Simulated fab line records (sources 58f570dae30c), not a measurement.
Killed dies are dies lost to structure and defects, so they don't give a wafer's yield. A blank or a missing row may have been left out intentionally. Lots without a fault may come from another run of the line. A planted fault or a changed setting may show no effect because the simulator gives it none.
2 desks looking at one fault | flow berkeleyCmos170 | only its own numbers are on each desk; what lay behind them is given at the end

== FROM THE METROLOGY DESK ==
Means of the sampled wafers that have a number, per lot and without regard to the tool the lot ran on: this is what the gauges read. The brackets show how far a lot's mean lies from the usual mean; more than 4 standard deviations puts the lot out of limits, marked OUT.
Columns: A = PWELL_OVL at UCB170_PWELL_OVL_MEAS_13, usual -1 nm; B = WELLDRIVE_OXIDE_THK at UCB170_WELLDRIVE_THK_MEAS_02, usual 199 nm; C = cdNm at UCB170_PLDD_CD_MEAS_06, usual 1200.0 nm
lot  | first seen here | A   | B   | C
L859 | day 3 05:53     | 2   | 197 | 1199.2
L860 | day 3 16:10     | -8  | 201 | 1200.5
L861 | day 3 19:11     | 0   | 200 | 1199.7
L862 | day 4 00:51     | 0   | 204 | 1199.7
L865 | day 4 16:30     | -11 | 194 | 1199.6
L867 | day 4 22:51     | 0   | 201 | 1200.4
L866 | day 4 23:24     | -3  | 204 | 1201.1
L871 | day 5 19:26     | 6   | 193 | 1200.8
L874 | day 6 03:43     | -3  | 198 | 1200.5
L875 | day 6 18:14     | -4  | 197 | 1200.0
L878 | day 7 00:23     | -6  | 191 | 1201.4
L879 | day 7 08:04     | 6   | 196 | 1199.6
L880 | day 7 08:20     | 3   | 197 | 1199.0
L881 | day 7 16:05     | -6  | 205 | 1199.4
Finding of this desk: none of the 14 lots has anything out of limits.

== THE TOOL OWNER'S DESK: lithoTrack-01 ==
The tool's own readings at UCB170_GATE_COAT_06, given as means over the sampled wafers that have a number, one for each lot that went through this tool. The brackets show how far a lot's mean lies from the usual mean; more than 4 standard deviations puts the lot out of limits, marked OUT.
Columns: A = spinSpeedRpm at UCB170_GATE_COAT_06, usual 3000.3 rpm
lot  | first seen here | A
L861 | day 6 14:15     | 2998.3
L862 | day 6 20:11     | 3001.7
L865 | day 7 01:46     | 3068.9 (+34) OUT
L866 | day 7 18:58     | 3069.3 (+34) OUT
L879 | day 10 03:35    | 2998.0
Finding of this desk: L865, L866 out of limits; the first was L865 at day 7 01:46, on spinSpeedRpm at UCB170_GATE_COAT_06. L861, L862, L879 stayed within limits.

== BROUGHT TOGETHER ==
The tool owner's desk could have raised an alarm at day 7 01:46, on L865, L866.
At the metrology desk, nothing out of limits was observed.
The metrology desk holds a record of L865, L866, inside its limits.
Of the lots named, all ran UCB170_GATE_COAT_06 on lithoTrack-01.

== WHAT THE SIMULATOR PUT IN ==
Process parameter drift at UCB170_GATE_COAT_06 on lithoTrack-01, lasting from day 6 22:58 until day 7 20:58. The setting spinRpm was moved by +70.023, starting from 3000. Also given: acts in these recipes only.
Shown lots that were struck: L865, L866.
Hours from the fault's start to each desk's first reading out of limits: the tool owner's desk, 3.
